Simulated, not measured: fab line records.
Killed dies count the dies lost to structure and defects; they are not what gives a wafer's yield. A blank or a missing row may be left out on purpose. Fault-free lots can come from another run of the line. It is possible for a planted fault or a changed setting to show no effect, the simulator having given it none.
Which tool was responsible? | flow berkeley_cmos170 | 36 wafers from 12 lots sampled at 7 of the route's 331 steps

== WHAT THE GAUGES READ, wafer by wafer ==
UCB170_PWELL_THK_MEAS_03. Usual: PWELL_OXIDE_THK gives 28.2 nm (standard deviation 0.46).
lot  | measured    | on            | PWELL_OXIDE_THK (nm) | flag
L292 | day 2 19:17 | film_metro-01 | 27.7 27.6 28.3       |
L293 | day 3 03:12 | film_metro-02 | 28.1 28.0 28.0       |
L294 | day 3 03:12 | film_metro-04 | 28.2 28.4 28.3       |
L295 | day 3 18:34 | film_metro-02 | 27.3 27.3 27.4       |
L296 | day 3 18:34 | film_metro-04 | 28.3 27.9 28.2       |
L307 | day 6 00:58 | film_metro-01 | 28.3 27.8 28.3       |
L306 | day 6 00:58 | film_metro-04 | 27.8 27.7 27.5       |
L311 | day 6 17:50 | film_metro-04 | 28.2 28.7 29.4       |
L312 | day 6 17:51 | film_metro-01 | 27.9 28.3 28.3       |
L313 | day 7 01:43 | film_metro-02 | 28.9 28.7 29.2       |
L314 | day 7 05:56 | film_metro-04 | 27.9 27.6 27.8       |
L315 | day 7 05:57 | film_metro-02 | 27.3 26.4 27.2       |

UCB170_PWELL_TW_MEAS_17. Usual: PWELL_TW gives 377.6 (standard deviation 1.6).
lot  | measured    | on            | PWELL_TW          | flag
L292 | day 3 04:53 | film_metro-04 | 378.8 376.3 377.6 |
L293 | day 3 13:41 | film_metro-04 | 378.4 377.9 375.9 |
L294 | day 3 13:46 | film_metro-01 | 376.5 375.4 376.4 |
L295 | day 4 03:25 | film_metro-04 | 378.1 379.3 377.1 |
L296 | day 4 03:39 | film_metro-01 | 380.7 378.4 378.6 |
L307 | day 6 07:34 | film_metro-01 | 377.3 374.5 375.6 |
L306 | day 6 07:01 | film_metro-04 | 377.4 377.4 377.6 |
L311 | day 7 01:47 | film_metro-04 | 377.2 375.8 378.8 |
L312 | day 7 02:03 | film_metro-01 | 376.3 377.3 377.2 |
L313 | day 7 08:13 | film_metro-04 | 378.2 380.0 377.1 |
L314 | day 7 13:06 | film_metro-01 | 377.8 377.6 377.1 |
L315 | day 7 12:50 | film_metro-02 | 377.0 377.7 377.0 |

UCB170_FIELD_THK_MEAS_02. Usual: FIELD_OXIDE_THK gives 554 nm (standard deviation 11).
lot  | measured    | on            | FIELD_OXIDE_THK (nm)    | flag
L292 | day 5 04:15 | film_metro-01 | 574 580 575             |
L293 | day 5 04:16 | film_metro-04 | 556 551 551             |
L294 | day 5 04:19 | film_metro-01 | 577 581 578             |
L295 | day 5 20:55 | film_metro-04 | 414 402 411 414 402 410 | OFF
L296 | day 5 20:55 | film_metro-02 | 427 429 427 427 429 427 | OFF
L307 | day 7 17:00 | film_metro-04 | 553 553 547             |
L306 | day 7 16:57 | film_metro-04 | 541 545 545             |
L311 | day 8 10:14 | film_metro-01 | 542 546 542             |
L312 | day 8 10:14 | film_metro-04 | 542 545 541             |
L313 | day 8 15:36 | film_metro-04 | 569 557 554             |
L314 | day 8 19:51 | film_metro-04 | 557 557 554             |
L315 | day 8 19:52 | film_metro-02 | 552 552 548             |

UCB170_FIELD_THK_MEAS_90. Usual: FIELD_OXIDE_LEFT_1_THK gives 437 nm (standard deviation 11).
lot  | measured    | on            | FIELD_OXIDE_LEFT_1_THK (nm) | flag
L292 | day 5 14:18 | film_metro-02 | 457 463 458                 |
L293 | day 5 14:18 | film_metro-04 | 439 434 434                 |
L294 | day 5 14:18 | film_metro-01 | 459 463 461                 |
L295 | day 6 07:04 | film_metro-04 | 297 286 293 298 286 293     | OFF
L296 | day 6 07:01 | film_metro-01 | 310 312 309 310 312 309     | OFF
L307 | day 7 23:29 | film_metro-04 | 435 435 429                 |
L306 | day 7 23:30 | film_metro-01 | 424 428 427                 |
L311 | day 8 16:22 | film_metro-01 | 424 429 424                 |
L312 | day 8 16:22 | film_metro-04 | 424 428 424                 |
L313 | day 9 02:04 | film_metro-02 | 454 441 438                 |
L314 | day 9 02:04 | film_metro-01 | 439 439 436                 |
L315 | day 9 02:04 | film_metro-04 | 436 437 433                 |

UCB170_NVT_OVL_MEAS_06. Usual: NVT_OVL gives 3 nm (standard deviation 6.1).
lot  | measured    | on         | NVT_OVL (nm) | flag
L292 | day 6 03:05 | overlay-01 | 3 1 0        |
L293 | day 6 02:49 | overlay-02 | 5 2 1        |
L294 | day 6 02:59 | overlay-02 | 3 2 8        |
L295 | day 6 15:31 | overlay-02 | -6 -4 -1     |
L296 | day 6 17:04 | overlay-01 | -5 -10 -5    |
L307 | day 8 12:47 | overlay-01 | 10 8 11      |
L306 | day 8 13:00 | overlay-02 | 1 0 2        |
L311 | day 9 13:15 | overlay-01 | -9 -2 -9     |
L312 | day 9 13:19 | overlay-02 | 10 7 10      |
L313 | day 9 18:12 | overlay-02 | 10 15 10     |
L314 | day 9 17:41 | overlay-01 | 0 2 5        |
L315 | day 9 17:58 | overlay-01 | -3 0 -1      |

UCB170_FIELD_THK_MEAS_91. Usual: FIELD_OXIDE_LEFT_2_THK gives 349 nm (standard deviation 11).
lot  | measured    | on            | FIELD_OXIDE_LEFT_2_THK (nm) | flag
L292 | day 6 06:54 | film_metro-01 | 370 376 371                 |
L293 | day 6 06:29 | film_metro-04 | 352 346 346                 |
L294 | day 6 06:46 | film_metro-01 | 370 373 371                 |
L295 | day 6 17:55 | film_metro-04 | 209 197 204 208 197 205     | OFF
L296 | day 6 19:14 | film_metro-01 | 221 223 220 221 223 220     | OFF
L307 | day 8 15:25 | film_metro-04 | 346 346 340                 |
L306 | day 8 15:35 | film_metro-02 | 334 338 339                 |
L311 | day 9 16:00 | film_metro-04 | 335 340 336                 |
L312 | day 9 18:26 | film_metro-02 | 336 340 336                 |
L313 | day 9 22:32 | film_metro-02 | 366 352 350                 |
L314 | day 9 22:14 | film_metro-01 | 350 351 348                 |
L315 | day 9 22:19 | film_metro-02 | 349 348 345                 |

== WHAT TOOL EACH LOT RAN ON (gives the tool, then ch and the chambers of the sampled wafers, and finally the start) ==
lot  | UCB170_FIELD_OXIDATION_01
L292 | furnace-02 ch 0, day 5 01:15
L293 | furnace-02 ch 0, day 5 01:15
L294 | furnace-02 ch 0, day 5 01:15
L295 | furnace-02 ch 0, day 5 17:55
L296 | furnace-02 ch 0, day 5 17:55
L307 | furnace-04 ch 0, day 7 13:56
L306 | furnace-04 ch 0, day 7 13:56
L311 | furnace-04 ch 0, day 8 07:14
L312 | furnace-04 ch 0, day 8 07:14
L313 | furnace-01 ch 0, day 8 12:36
L314 | furnace-01 ch 0, day 8 16:51
L315 | furnace-01 ch 0, day 8 16:51
- UCB170_FIELD_OXIDATION_01: target thk 558.3 nm, ox time 7200 s.

== AS READ BY THE TOOLS THEMSELVES (means over the sampled wafers that have a number; for cases with no such wafer, the mark the record gives instead) ==
UCB170_FIELD_OXIDATION_01. Usual: ox_temp_c_max 1004.1, standard deviation 1.1; tube_center_temp_C_max 1002.6, standard deviation 0.44; zone_power_load_pct 33.4 %, standard deviation 1.9; zone_power_source_pct 35.9 %, standard deviation 2.4.
lot  | tool       | ox_temp_c_max | tube_center_temp_C_max | zone_power_load_pct (%) | zone_power_source_pct (%) | flag
L292 | furnace-02 | 1003.5        | 1002.4                 | 31.5                    | 37.6                      |
L293 | furnace-02 | 1003.9        | 1002.3                 | 31.6                    | 38.2                      |
L294 | furnace-02 | 1003.4        | 1002.6                 | 31.5                    | 37.6                      |
L295 | furnace-02 | 1003.8        | 1002.6                 | 31.8                    | 37.9                      |
L296 | furnace-02 | 1004.0        | 1002.4                 | 31.9                    | 37.3                      |
L307 | furnace-04 | 1005.0        | 1003.1                 | 34.9                    | 31.5                      |
L306 | furnace-04 | 1006.9        | 1002.3                 | 35.0                    | 31.7                      |
L311 | furnace-04 | 1005.5        | 1002.7                 | 34.9                    | 31.6                      |
L312 | furnace-04 | 1005.0        | 1002.1                 | 35.0                    | 31.0                      |
L313 | furnace-01 | 1003.5        | 1002.6                 | 35.9                    | 35.6                      |
L314 | furnace-01 | 1004.0        | 1002.8                 | 35.7                    | 36.0                      |
L315 | furnace-01 | 1002.9        | 1002.6                 | 35.6                    | 35.4                      |

== THE ANSWER, worked out from the rows above alone ==
Rule: a lot is off if the mean of its wafers that have a number lies more than 3 standard deviations from the usual mean. A lot without any number at a reading at which 4 lots or more have one is off too. Where the step has rows for the other lots, those lots are counted as sound. The gauges are gone through in route order, then the tools' own readings, and for those a lot's mean is taken as printed above. At the first step where some lot is off, the reading lying furthest off is the one used; lots without a number count as furthest.
Off: L295, L296, at UCB170_FIELD_THK_MEAS_02 (FIELD_OXIDE_THK).
A tool fits if, at a process step before that reading, it ran every lot that is off, and no sound lot after the first of them. Those tools and the gauges at UCB170_FIELD_THK_MEAS_02 are tried in the same way. One candidate fits, namely furnace-02 at UCB170_FIELD_OXIDATION_01. A fault onset in the window from L292 (day 5 01:15, its last sound lot) to L295 (day 5 17:55, its first lot off) fits.

== WHAT THE SIMULATOR PUT IN ==
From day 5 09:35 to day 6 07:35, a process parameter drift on furnace-02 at UCB170_FIELD_OXIDATION_01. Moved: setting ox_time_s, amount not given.
Lots struck among those shown: L295, L296. The rule above reached the same finding.
